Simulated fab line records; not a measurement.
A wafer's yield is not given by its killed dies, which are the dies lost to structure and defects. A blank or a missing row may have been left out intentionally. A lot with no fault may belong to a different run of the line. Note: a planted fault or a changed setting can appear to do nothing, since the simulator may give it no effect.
fab line records ; flow rit-cmos
[record] lots = 15; wafers = 45; last-day = 8
route steps=202 shown NRETRO@54 PRETRO@74
lots untouched by any fault: they come from a run of this same line in which no faults occurred
start-h: the number of hours between the record's first day and the start of the first shown wafer of the lot ; wait-h: hours since the lot's step before ; " identical to the entry in the row above ; L1.1+2: one row covering several wafers at once ; - either no value or no given start ; * or withheld: withheld ; < > ~ a bound
route shown NAME@n: names a module that has steps shown in the file, with the first one's number in the route ; usual: mean/standard deviation of fault-free wafers ; same: alike in all rows ; chamber/n: place in a boat ; sites: the reading at each site ; _std_site: how widely they spread, as a standard deviation ; _edge_site: outer sites' mean less inner sites' ; radius-mm: for every site, how far away it sits from the centre of the wafer ; mask NAME#n: copy n ; behind: the most recent tool/chamber to have shaped the wafer ; hold: the reason the lot was held/the length of the hold in hours/how it ended ; device: the transistor (n, p or np) that didn't switch ; end of line: tests run on the same wafers once the route is complete ; step lacking rows: just its recipe ; killed: not the wafer's yield, but the dies lost to structure and defects at the first sort ; map: dies across one wafer; x = killed, . = not, _ = none there
set.NAME: setting as actually run; set.NAME@STEP: the setting as run at that earlier step ; model.NAME: the simulator's own value behind a step, which no gauge read
a sample of lots followed through the steps of the route, with each step as a table and each wafer as a row
[[steps]]
[step RIT_NRETRO_COAT_01]
[recipe] resist = NOVOLAK; spin-rpm = 2000; resist-thk-nm = 1289
[usual] chill-plate-temp-C = 23.00/0.11; dispense-pressure-kPa = 54.2/2.6
lot.wafer;tool;chamber;start-h;wait-h;chill-plate-temp-C;dispense-pressure-kPa
L170.2;litho-track-02;0;29.72;0.1;23.13;51.3
L170.3;litho-track-02;0;29.72;0.1;23.08;51.3
L170.5;litho-track-02;0;29.72;0.1;23.06;51.3
L171.1;litho-track-03;0;34.90;0.1;22.99;53.2
L171.2;litho-track-03;0;34.90;0.1;22.89;53.2
L171.4;litho-track-03;0;34.90;0.1;22.85;53.2
L172.1;litho-track-04;0;40.46;0.1;23.01;57.4
L172.2;litho-track-04;0;40.46;0.1;23.04;57.5
L172.6;litho-track-04;0;40.46;0.1;23.07;57.4
L173.2;litho-track-02;0;43.95;0.1;22.96;51.3
L173.4;litho-track-02;0;43.95;0.1;23.10;51.3
L173.6;litho-track-02;0;43.95;0.1;23.05;51.3
L174.2;litho-track-04;0;49.25;0.1;23.04;57.5
L174.3;litho-track-04;0;49.25;0.1;22.98;57.5
L174.5;litho-track-04;0;49.25;0.1;23.08;57.5
L176.1;litho-track-03;0;59.08;0.1;22.93;53.2
L176.4;litho-track-03;0;59.08;0.1;22.99;53.2
L176.6;litho-track-03;0;59.08;0.1;22.93;53.2
L179.2;litho-track-03;0;73.59;0.1;23.09;53.2
L179.4;litho-track-03;0;73.59;0.1;23.05;53.2
L179.5;litho-track-03;0;73.59;0.1;23.01;53.2
L180.1;litho-track-03;0;78.60;0.1;22.90;53.2
L180.2;litho-track-03;0;78.60;0.1;22.91;53.2
L180.3;litho-track-03;0;78.60;0.1;22.97;53.2
L184.2;litho-track-03;-;99.25;0.1;-;-
L184.4;litho-track-03;-;99.25;0.1;-;-
L184.5;litho-track-03;-;99.25;0.1;-;-
L185.1;litho-track-03;-;105.39;0.1;-;-
L185.5;litho-track-03;-;105.39;0.1;-;-
L185.6;litho-track-03;-;105.39;0.1;-;-
L186.1;litho-track-02;-;111.97;0.1;-;-
L186.2;litho-track-02;-;111.97;0.1;-;-
L186.4;litho-track-02;-;111.97;0.1;-;-
L190.1;litho-track-02;0;133.83;0.1;23.08;51.3
L190.5;litho-track-02;0;133.83;0.1;23.02;51.3
L190.6;litho-track-02;0;133.83;0.1;22.89;51.3
L191.3;litho-track-03;0;136.56;0.1;23.03;53.2
L191.4;litho-track-03;0;136.56;0.1;22.87;53.2
L191.5;litho-track-03;0;136.56;0.1;22.96;53.2
L192.1;litho-track-02;0;145.67;0.1;22.94;51.3
L192.3;litho-track-02;0;145.67;0.1;22.74;51.3
L192.5;litho-track-02;0;145.67;0.1;22.93;51.3
L193.1;litho-track-04;0;150.76;0.1;23.20;57.5
L193.2;litho-track-04;0;150.76;0.1;23.19;57.4
L193.3;litho-track-04;0;150.76;0.1;23.11;57.5
[step RIT_NRETRO_OVL_MEAS_06]
[usual] NRETRO_OVL = 0.9/1.5
lot.wafer;tool;chamber;start-h;wait-h;NRETRO_OVL[nm]
L170.2;overlay-02;-;32.28;-;1.8
L170.3;overlay-02;-;32.28;-;-0.3
L170.5;overlay-02;-;32.28;-;1.6
L171.1;overlay-02;-;35.63;-;-1.0
L171.2;overlay-02;-;35.63;-;-0.6
L171.4;overlay-02;-;35.63;-;-0.1
L172.1;overlay-01;-;41.19;-;1.0
L172.2;overlay-01;-;41.19;-;-0.5
L172.6;overlay-01;-;41.19;-;-0.7
L173.2;overlay-01;-;44.66;-;3.5
L173.4;overlay-01;-;44.66;-;4.4
L173.6;overlay-01;-;44.66;-;3.6
L174.2;overlay-01;-;50.08;-;-2.6
L174.3;overlay-01;-;50.08;-;-2.8
L174.5;overlay-01;-;50.08;-;-2.6
L176.1;overlay-02;-;59.99;-;-2.3
L176.4;overlay-02;-;59.99;-;0.5
L176.6;overlay-02;-;59.99;-;-0.4
L179.2;overlay-02;-;74.42;-;1.0
L179.4;overlay-02;-;74.42;-;0.7
L179.5;overlay-02;-;74.42;-;2.6
L180.1;overlay-02;-;79.33;-;-0.3
L180.2;overlay-02;-;79.33;-;0.6
L180.3;overlay-02;-;79.33;-;1.1
L184.2;overlay-01;-;100.09;-;-
L184.4;overlay-01;-;100.09;-;-
L184.5;overlay-01;-;100.09;-;-
L185.1;overlay-01;-;106.12;-;-
L185.5;overlay-01;-;106.12;-;-
L185.6;overlay-01;-;106.12;-;-
L186.1;overlay-02;-;112.70;-;-
L186.2;overlay-02;-;112.70;-;-
L186.4;overlay-02;-;112.70;-;-
L190.1;overlay-02;-;134.69;-;1.0
L190.5;overlay-02;-;134.69;-;1.5
L190.6;overlay-02;-;134.69;-;0.8
L191.3;overlay-02;-;137.38;-;-0.9
L191.4;overlay-02;-;137.38;-;-0.3
L191.5;overlay-02;-;137.38;-;1.7
L192.1;overlay-01;-;146.40;-;3.8
L192.3;overlay-01;-;146.40;-;2.9
L192.5;overlay-01;-;146.40;-;3.4
L193.1;overlay-01;-;151.49;-;0.0
L193.2;overlay-01;-;151.49;-;2.2
L193.3;overlay-01;-;151.49;-;0.1
[step RIT_PRETRO_TW_MEAS_10]
[usual] PRETRO_TW = 477/6.4
lot.wafer;tool;chamber;start-h;wait-h;PRETRO_TW
L170.2;film-metro-03;-;34.62;0.1;481
L170.3;film-metro-03;-;34.62;0.1;481
L170.5;film-metro-03;-;34.62;0.1;479
L171.1;film-metro-03;-;37.80;0.1;482
L171.2;film-metro-03;-;37.80;0.1;480
L171.4;film-metro-03;-;37.80;0.1;480
L172.1;film-metro-03;-;43.45;0.1;479
L172.2;film-metro-03;-;43.45;0.1;481
L172.6;film-metro-03;-;43.45;0.1;483
L173.2;film-metro-03;-;46.85;0.1;484
L173.4;film-metro-03;-;46.85;0.1;483
L173.6;film-metro-03;-;46.85;0.1;481
L174.2;film-metro-02;-;52.25;0.1;466
L174.3;film-metro-02;-;52.25;0.1;470
L174.5;film-metro-02;-;52.25;0.1;469
L176.1;film-metro-01;-;62.45;0.1;482
L176.4;film-metro-01;-;62.45;0.1;484
L176.6;film-metro-01;-;62.45;0.1;484
L179.2;film-metro-03;-;76.72;0.1;478
L179.4;film-metro-03;-;76.72;0.1;481
L179.5;film-metro-03;-;76.72;0.1;476
L180.1;film-metro-01;-;81.49;0.1;482
L180.2;film-metro-01;-;81.49;0.1;481
L180.3;film-metro-01;-;81.49;0.1;486
L184.2;film-metro-02;-;102.38;0.1;1068
L184.4;film-metro-02;-;102.38;0.1;1063
L184.5;film-metro-02;-;102.38;0.1;1062
L185.1;film-metro-01;-;108.35;0.1;1087
L185.5;film-metro-01;-;108.35;0.1;1094
L185.6;film-metro-01;-;108.35;0.1;1091
L186.1;film-metro-03;-;114.99;0.1;1087
L186.2;film-metro-03;-;114.99;0.1;1089
L186.4;film-metro-03;-;114.99;0.1;1086
L190.1;film-metro-02;-;136.85;0.1;466
L190.5;film-metro-02;-;136.85;0.1;469
L190.6;film-metro-02;-;136.85;0.1;470
L191.3;film-metro-01;-;139.55;0.1;480
L191.4;film-metro-01;-;139.55;0.1;480
L191.5;film-metro-01;-;139.55;0.1;482
L192.1;film-metro-01;-;148.56;0.1;484
L192.3;film-metro-01;-;148.56;0.1;484
L192.5;film-metro-01;-;148.56;0.1;485
L193.1;film-metro-01;-;153.94;0.1;482
L193.2;film-metro-01;-;153.94;0.1;483
L193.3;film-metro-01;-;153.94;0.1;484
[[key]]
[first-sign] step = RIT_NRETRO_COAT_01; reading = tool-record; direction = missing
[effect] step = RIT_NRETRO_OVL_MEAS_06; reading = NRETRO_OVL; direction = missing
[effect] step = RIT_PRETRO_TW_MEAS_10; reading = PRETRO_TW; direction = up; sigmas = 95; usual = 477; struck = 1081
met-at RIT_NRETRO_COAT_01
struck-lots L184,L185,L186
sort-left-out L184.2,L184.4,L184.5,L185.1,L185.5,L185.6,L186.1,L186.2,L186.4
tester-left-out L184,L185,L186
onset-between 78.60 99.25
[fault] kind = skipped-step-whole; tool = litho-track-02,litho-track-03; chamber = -; onset-h = 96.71; steps = RIT_NRETRO_COAT_01; scope = struck-lots-only
// tester-left-out: of these lots the tester's yield and bins aren't shown, on N5 and GAA mostly nor the transistor test; their killed dies are dies lost to structure and defects alone, not to doping, threshold or leakage, so they don't give the yield
// sort-left-out: the simulated sort isn't trusted on such a fault, so these wafers' sort isn't shown, and their yield isn't known
